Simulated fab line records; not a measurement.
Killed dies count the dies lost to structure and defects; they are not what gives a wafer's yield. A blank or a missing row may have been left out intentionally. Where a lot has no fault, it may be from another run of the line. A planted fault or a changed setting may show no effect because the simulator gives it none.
Split-lot study -- flow rit-cmos -- 23 wafers read across 5 lots, on a route 202 steps long

ON THE SPLIT
At RIT_PSD_IMPLANT_08, the setting energy-kev was moved away from the recipe's 27 on 9 of the 23 wafers read, by -1.8% to +5.6%. This setting was run at the recipe's value on the other wafers.

FROM THE SPLIT TO THE READING: what the file shows between them, 3 steps
- RIT_PSD_STRIP_09: strips in O2, time 180 s
- RIT_SDANNEAL_CLEAN_02: cleans in SC2, time 600 s
- RIT_SDANNEAL_RTA_03: time 4.9 s

THE READING
PSD_RS, in ohm/sq, at RIT_SDANNEAL_RS_MEAS_04 (measures by four-point-probe). On this fab line, fault-free wafers typically give 116.3 ohm/sq with a standard deviation of 0.31 ohm/sq.

wafer,"tool, chamber at the split",energy-kev as run,against the recipe,"PSD_RS, ohm/sq",against lot-mates on the recipe
L075.2,"implanter-04, 0",27,recipe,116.0,-
L075.3,"implanter-04, 0",27.88,+3.3%,114.2,-1.6
L075.4,"implanter-04, 0",27.88,+3.3%,114.2,-1.6
L075.5,"implanter-04, 0",27.88,+3.3%,114.5,-1.3
L075.6,"implanter-04, 0",27,recipe,115.6,-
L080.1,"implanter-03, 0",27,recipe,116.0,-
L080.5,"implanter-03, 0",27,recipe,116.0,-
L080.6,"implanter-03, 0",27,recipe,116.4,-
L081.1,"implanter-04, 0",27,recipe,117.2,-
L081.2,"implanter-04, 0",27,recipe,116.6,-
L081.3,"implanter-04, 0",27,recipe,116.6,-
L081.4,"implanter-04, 0",27.43,+1.6%,116.2,-0.6
L081.5,"implanter-04, 0",27.43,+1.6%,115.8,-1.0
L082.1,"implanter-03, 0",28.5,+5.6%,113.3,-2.9
L082.2,"implanter-03, 0",27,recipe,116.2,-
L082.3,"implanter-03, 0",28.5,+5.6%,113.2,-3.0
L082.5,"implanter-03, 0",27,recipe,116.1,-
L082.6,"implanter-03, 0",27,recipe,116.2,-
L085.1,"implanter-02, 0",27,recipe,116.7,-
L085.2,"implanter-02, 0",27,recipe,116.2,-
L085.3,"implanter-02, 0",26.52,-1.8%,117.4,+0.9
L085.4,"implanter-02, 0",27,recipe,116.5,-
L085.6,"implanter-02, 0",26.52,-1.8%,117.6,+1.1

FIT RESULTS
A straight line over all 23 wafers: PSD_RS changes by -0.572 ohm/sq for each +1% of energy-kev; r = -0.95; the points scatter about the line by 0.38 ohm/sq.
The same after taking each lot's own level away (the mean of its wafers on the recipe; 23 wafers): -0.513 ohm/sq for each +1%; r = -0.98; scatter 0.2 ohm/sq.
Per that fit: largest energy-kev move, reading shift of 2.9 ohm/sq.
Across the lots, their own levels run from 115.80 to 116.80 ohm/sq, a range of 3.2 times the standard deviation given above.
Thus the slope moves with the lot-to-lot level: the two fits are different.
Check: for one of the wafers moved furthest among these (+5.6%), held out of the fit, the line's prediction against its lot-mates is -2.8 ohm/sq. It came out at -2.87 ohm/sq against them.

THESE WAFERS: OTHER SPLITS
Before the reading, these wafers also passed through other splits. Each is held against what the fit with the lots' levels taken away leaves over:
other split on the same wafers,wafers away from the commonest value,r with PSD_RS (lot level and that fit taken away)
RIT_ACTIVE_OXIDATION_01 ox-time-s,10,-0.03
RIT_NWELL_IMPLANT_08 dose-cm2,7,+0.02
RIT_PWELL_HARDBAKE_07 temp-c,9,+0.39
RIT_NRETRO_COAT_01 resist-thk-nm,8,+0.22
RIT_GATE_CVD_08 sih4-flow-sccm,5,+0.06
RIT_PLDD_COAT_01 resist-thk-nm,4,+0.33
RIT_NSD_IMPLANT_08 energy-kev,4,-0.57

THE WHOLE CHAIN: every reading that the file lists as answering this split, in the file's order
step,what it does,reading,change (the file's fit),r (the file's)
RIT_PSD_IMPLANT_08,,"implant.rp-nm (the simulator's own value, which no gauge read)",+0.174 nm for each +1% of the setting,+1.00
RIT_PSD_IMPLANT_08,,"implant.drp-nm (the simulator's own value, which no gauge read)",+0.0842 nm for each +1% of the setting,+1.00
RIT_SDANNEAL_RS_MEAS_04,measures by four-point-probe,PSD_RS,-0.509 for each +1% of the setting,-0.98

FILE'S OWN FIT
PSD_RS changes by -0.509 ohm/sq for each +1% of energy-kev, r = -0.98.
